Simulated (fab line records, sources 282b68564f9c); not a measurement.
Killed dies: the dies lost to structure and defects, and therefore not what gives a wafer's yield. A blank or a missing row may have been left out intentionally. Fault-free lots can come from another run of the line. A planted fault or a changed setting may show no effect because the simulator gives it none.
Comparing a struck lot with a sound one / flow rit-cmos / 43 steps out of a route of 202
Sound: these wafers, L316.1, L316.2, L316.6. Struck: wafer L334.3 (left out: L334.2, L334.4 of the same lot, which were not struck); the cause appears at the end.
Each step with rows lists, per side, the tool, then ch with its chambers, then its first start. Under that, the readings that differ: sound wafers / struck wafers / difference of the means / sigmas: that difference in standard deviations of wafers without a fault.
alike: same words and numbers on both sides, and readings whose means sit less than 2 such deviations apart. not compared: any withheld reading, any reading some wafer has no value for, any bound like >300 that may hide the same value, and any number with overlapping values for which the record gives no deviation.
A row with sigmas, a row that says differs or no value, or rows on one side alone: a step with any of these is where the two part. When numbers do not overlap yet have no deviation, they are printed without sigmas and do not part them. A reading that every wafer of one side lacks parts them only if that side has two wafers or more.

first, 2 steps without rows for these wafers: RIT_REOX_CLEAN_02 (cleans in SC2, time 600 s); RIT_REOX_OXIDATION_03 (target thk 25.2 nm, ox time 5580 s).
RIT_REOX_THK_MEAS_04:
  sound: film-metro-03 at day 2 21:41; struck: film-metro-03 at day 6 10:20
  alike: REOX_OXIDE_THK
then, 6 steps without rows for these wafers: RIT_NLDD_HMDS_00 (prime time 60 s); RIT_NLDD_COAT_01 (resist thk 1000 nm); RIT_NLDD_SOFTBAKE_02 (time 60 s); RIT_NLDD_EXPOSE_03 (exposes mask M7, target cd 40700 nm); RIT_NLDD_PEB_04; RIT_NLDD_DEVELOP_05 (develop time 50 s).
RIT_NLDD_OVL_MEAS_06:
  sound: overlay-02 at day 2 22:35; struck: overlay-01 at day 6 11:23
  alike: NLDD_OVL
then, 2 steps without rows for these wafers: RIT_NLDD_HARDBAKE_07 (time 60 s); RIT_NLDD_IMPLANT_08.
RIT_NLDD_STRIP_09: strips in O2, time 180 s.
  sound on plasma-asher-02 ch 0,1, day 2 22:56; struck on plasma-asher-03 ch 1, day 6 11:44
  alike: drypump-motor-current-A
  not compared: rf-hours-counter-h
RIT_NLDD_TW_MEAS_10:
  sound: film-metro-01 at day 2 23:06; struck: film-metro-04 at day 6 11:55
  alike: NLDD_TW
then, 6 steps without rows for these wafers: RIT_PLDD_HMDS_00 (prime time 60 s); RIT_PLDD_COAT_01 (resist thk 1000 nm); RIT_PLDD_SOFTBAKE_02 (time 60 s); RIT_PLDD_EXPOSE_03 (exposes mask M8, target cd 40900 nm); RIT_PLDD_PEB_04; RIT_PLDD_DEVELOP_05 (develop time 50 s).
RIT_PLDD_OVL_MEAS_06:
  sound: overlay-02 at day 3 00:01; struck: overlay-01 at day 6 13:02
  alike: PLDD_OVL
then, 2 steps without rows for these wafers: RIT_PLDD_HARDBAKE_07 (time 60 s); RIT_PLDD_IMPLANT_08.
RIT_PLDD_STRIP_09: strips in O2, time 180 s.
  sound on plasma-asher-04 ch 0,1, day 3 00:21; struck on plasma-asher-01 ch 1, day 6 13:22
  alike: drypump-motor-current-A
  not compared: rf-hours-counter-h
RIT_PLDD_TW_MEAS_10:
  sound: film-metro-01 at day 3 00:32; struck: film-metro-02 at day 6 13:32
  alike: PLDD_TW
then, 4 steps without rows for these wafers: RIT_SPACER_CLEAN_00 (cleans in SC1, time 600 s); RIT_SPACER_CLEAN_01 (cleans in dHF, time 28.75 s); RIT_SPACER_CLEAN_02 (cleans in SC2, time 600 s); RIT_SPACER_CVD_03 (deposits Si3N4 from SiH2Cl2/NH3, target thk 250 nm, time 3300 s).
RIT_SPACER_THK_MEAS_04:
  sound: film-metro-01 at day 3 02:53; struck: film-metro-03 at day 6 15:53
  alike: SPACER_NITRIDE_THK
RIT_SPACER_ETCHBACK_05: etches Si3N4 in SF6/CHF3, stops on SiO2, target depth 250 nm, time 240 s.
  sound on rie-diel-01 ch 0,1,2, day 3 02:56; struck on rie-diel-04 ch 1, day 6 15:56
  alike: drypump-motor-current-A, oes-product-au, throttle-valve-pct
  not compared: rf-hours-counter-h
then, 6 steps without rows for these wafers: RIT_NSD_HMDS_00 (prime time 60 s); RIT_NSD_COAT_01 (resist thk 1000 nm); RIT_NSD_SOFTBAKE_02 (time 60 s); RIT_NSD_EXPOSE_03 (exposes mask M9, target cd 40700 nm); RIT_NSD_PEB_04; RIT_NSD_DEVELOP_05 (develop time 50 s).
RIT_NSD_OVL_MEAS_06:
  sound: overlay-02 at day 3 04:06; struck: overlay-01 at day 6 17:10
  alike: NSD_OVL
then, 2 steps without rows for these wafers: RIT_NSD_HARDBAKE_07 (time 60 s); RIT_NSD_IMPLANT_08.
RIT_NSD_STRIP_09: strips in O2, time 180 s.
  sound on plasma-asher-02 ch 0,1, day 3 04:26; struck on plasma-asher-04 ch 0, day 6 17:31
reading=drypump-motor-current-A (A); sound=6.1 5.7 5.7; struck=5.1; difference=-0.7; sigmas=-2
  not compared: rf-hours-counter-h
RIT_NSD_TW_MEAS_10:
  sound: film-metro-04 at day 3 04:37; struck: film-metro-01 at day 6 17:41
  alike: NSD_TW
RIT_M1_PROBE_99:
  sound: prober-02 at day 3 14:50; struck: prober-02 at day 7 04:44
reading=killed-at-contacts; sound=0 0 0; struck=1; difference=+1; sigmas=+4
reading=killed-at-front-end; sound=8 3 8; struck=21; difference=+15; sigmas=+5
reading=killed-dies; sound=8 3 8; struck=22; difference=+16; sigmas=+5
reading=killed-on-rim; sound=4 1 2; struck=8; difference=+6; sigmas=+5
  alike: killed-open, killed-short

== WHERE THEY PART ==
Last at RIT_M1_PROBE_99 as far as this record goes, first at RIT_NSD_STRIP_09.

WHY: the cause the simulator had injected
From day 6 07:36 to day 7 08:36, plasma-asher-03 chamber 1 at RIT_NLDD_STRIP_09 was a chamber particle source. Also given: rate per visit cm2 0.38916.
